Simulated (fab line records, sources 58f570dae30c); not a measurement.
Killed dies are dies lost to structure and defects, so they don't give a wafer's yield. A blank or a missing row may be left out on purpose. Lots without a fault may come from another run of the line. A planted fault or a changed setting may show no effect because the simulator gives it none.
Tool commonality check | flow berkeley_cmos170 | 14 lots, 42 wafers sampled

WHY IT WAS OPENED
At UCB170_NWELL_THK_MEAS_05 the reading NWELL_NITRIDE_THK is flagged on 2 of 14 lots. Wafers without a fault read 223.5 nm, standard deviation 2.6.
Rule: a lot is flagged when every wafer of it that has a number lies more than 4 standard deviations from that mean, or none has a number. The other lots count as sound.

lot  | measured    | on            | NWELL_NITRIDE_THK (nm), wafer by wafer | flag
L862 | day 2 06:46 | film_metro-01 | 222.7 225.2 222.3                      |
L863 | day 2 14:52 | film_metro-02 | 225.5 224.7 223.7                      |
L864 | day 2 21:46 | film_metro-01 | 225.4 224.8 225.4                      |
L865 | day 2 21:49 | film_metro-02 | 222.4 223.5 224.8                      |
L867 | day 3 07:22 | film_metro-02 | 229.2 228.6 227.0                      |
L866 | day 3 07:23 | film_metro-01 | 228.2 228.1 227.1                      |
L868 | day 3 16:47 | film_metro-01 | 379.1 379.0 379.4                      | FLAGGED
L869 | day 3 16:52 | film_metro-01 | 379.3 378.4 377.6                      | FLAGGED
L871 | day 4 10:51 | film_metro-01 | 219.9 224.4 223.2                      |
L879 | day 6 00:34 | film_metro-02 | 220.4 223.2 220.4                      |
L880 | day 6 00:36 | film_metro-04 | 224.1 220.5 221.9                      |
L882 | day 6 10:52 | film_metro-02 | 222.8 225.5 223.0                      |
L883 | day 6 18:08 | film_metro-02 | 220.6 222.9 222.9                      |
L885 | day 7 04:50 | film_metro-02 | 222.4 224.0 222.6                      |
The numbers of the flagged lots are 378.8 nm on average: +155.3 nm against the usual, or +60 standard deviations.

WHICH TOOL RAN EACH LOT
The record holds 1 process step before the reading, out of a route of 331 steps. In each cell: the tool, then ch and the chambers that the sampled wafers went through, then the start.
lot  | flag    | UCB170_NWELL_CVD_04
L862 |         | lpcvd-01 ch 0, day 2 04:49
L863 |         | lpcvd-01 ch 1, day 2 12:56
L864 |         | lpcvd-01 ch 1, day 2 19:50
L865 |         | lpcvd-01 ch 0, day 2 19:50
L867 |         | lpcvd-01 ch 0, day 3 05:26
L866 |         | lpcvd-01 ch 0, day 3 05:26
L868 | FLAGGED | lpcvd-01 ch 1, day 3 14:51
L869 | FLAGGED | lpcvd-01 ch 1, day 3 14:51
L871 |         | lpcvd-02 ch 0, day 4 08:54
L879 |         | lpcvd-02 ch 1, day 5 22:38
L880 |         | lpcvd-02 ch 1, day 5 22:38
L882 |         | lpcvd-02 ch 0, day 6 08:55
L883 |         | lpcvd-02 ch 0, day 6 16:12
L885 |         | lpcvd-01 ch 0, day 7 02:50
What these steps do:
- UCB170_NWELL_CVD_04: deposits Si3N4 from SiH2Cl2/NH3, target thk 224 nm, time 3360 s.
- UCB170_NWELL_THK_MEAS_05

FLAGGED OVER TOTAL, TOOL BY TOOL (the gauges that took the reading come last)
step                     | tool          | lots run | flagged | share of the flagged lots | sound lots run after its first flagged lot
UCB170_NWELL_CVD_04      | lpcvd-01      | 9        | 2       | all                       | 1 (L885)
UCB170_NWELL_CVD_04      | lpcvd-02      | 5        | 0       | none                      | -
UCB170_NWELL_THK_MEAS_05 | film_metro-01 | 6        | 2       | all                       | 1 (L871)
UCB170_NWELL_THK_MEAS_05 | film_metro-02 | 7        | 0       | none                      | -
UCB170_NWELL_THK_MEAS_05 | film_metro-04 | 1        | 0       | none                      | -

WHAT THE TABLE ALLOWS
2 rows of the table ran every flagged lot: lpcvd-01 at UCB170_NWELL_CVD_04, film_metro-01 at UCB170_NWELL_THK_MEAS_05.
- lpcvd-01 at UCB170_NWELL_CVD_04: 2 of its 9 lots flagged. Sound lots ran on it after the first flagged one (L885), which a lasting fault on the whole tool wouldn't allow. Its own readings lie more than 4 standard deviations out on every wafer of the flagged lots: spike_tc_centre_C, spike_tc_load_C, spike_tc_source_C, susceptor_temp_C, zone_power_load_pct.
- film_metro-01 at UCB170_NWELL_THK_MEAS_05: 2 of its 6 lots flagged. Sound lots ran on it after the first flagged one (L871), which a lasting fault on the whole tool wouldn't allow.
No row of the table ran every flagged lot and no sound lot after the first.

WHAT THE SIMULATOR HAD PUT IN
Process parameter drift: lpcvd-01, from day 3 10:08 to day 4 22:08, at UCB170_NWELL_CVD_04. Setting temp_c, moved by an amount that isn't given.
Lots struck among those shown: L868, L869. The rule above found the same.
